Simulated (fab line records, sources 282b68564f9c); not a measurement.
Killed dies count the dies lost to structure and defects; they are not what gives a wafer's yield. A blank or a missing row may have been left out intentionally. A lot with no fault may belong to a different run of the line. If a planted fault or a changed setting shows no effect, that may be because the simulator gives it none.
What tool caused it? | flow rit-cmos | 7 lots, 21 wafers sampled, at 2 steps of a route of 202

== WHAT THE GAUGES READ, wafer by wafer ==
RIT_PRETRO_TW_MEAS_10.
lot  | measured    | on            | PRETRO_TW
L789 | day 2 18:31 | film-metro-04 | 482.3 483.1 481.0
L791 | day 3 04:15 | film-metro-04 | 482.6 481.2 483.0
L793 | day 3 16:18 | film-metro-04 | 482.8 482.8 482.1
L800 | day 4 23:45 | film-metro-01 | 577.7 579.2 580.3
L806 | day 6 04:07 | film-metro-04 | 480.8 479.5 482.3
L808 | day 6 15:03 | film-metro-04 | 480.8 483.2 483.4
L811 | day 7 05:52 | film-metro-01 | 481.2 482.3 478.3

== WHAT TOOL EACH LOT RAN ON (gives the tool, then ch and the chambers of the sampled wafers, and finally the start) ==
lot  | RIT_PRETRO_IMPLANT_08
L789 | implanter-03 ch 0, day 2 18:11
L791 | implanter-03 ch 0, day 3 03:56
L793 | implanter-03 ch 0, day 3 16:01
L800 | implanter-02 ch 0, day 4 23:27
L806 | implanter-03 ch 0, day 6 03:48
L808 | implanter-04 ch 0, day 6 14:46
L811 | implanter-04 ch 0, day 7 05:34
- RIT_PRETRO_IMPLANT_08

== THE ANSWER, worked out from the rows above alone ==
Rule: the lots themselves supply what counts as usual. Put in order of their means at a reading, lots are off if they are a third of the lots or fewer, leave a main group of 4 or more, and stand apart from it by a gap of 3 or more times the standard deviation of the main group's means; of several such gaps the widest counts. A main group is skipped when, at the precision printed for the reading in the tables above, its means are all equal. Also off: a lot with no number at a reading for which 4 or more lots have one. Any other lot the step has rows for is counted as sound.
Off: L800, seen at RIT_PRETRO_TW_MEAS_10 (PRETRO_TW). The main group: mean 481.8, standard deviation 0.78.
If a tool, at a process step before that reading, ran all the lots that are off and no sound lot after the first of them, it fits. Those tools and the gauges at RIT_PRETRO_TW_MEAS_10 are tried in the same way. One fits: RIT_PRETRO_IMPLANT_08 on implanter-02. It ran no sound lot before its first lot that is off in this sample, so the start can't be narrowed down.

== WHAT THE SIMULATOR PUT IN ==
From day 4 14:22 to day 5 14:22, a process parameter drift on implanter-02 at RIT_PRETRO_IMPLANT_08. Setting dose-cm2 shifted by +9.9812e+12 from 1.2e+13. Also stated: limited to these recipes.
Struck lots among those shown: L800. The same result came from the rule above.
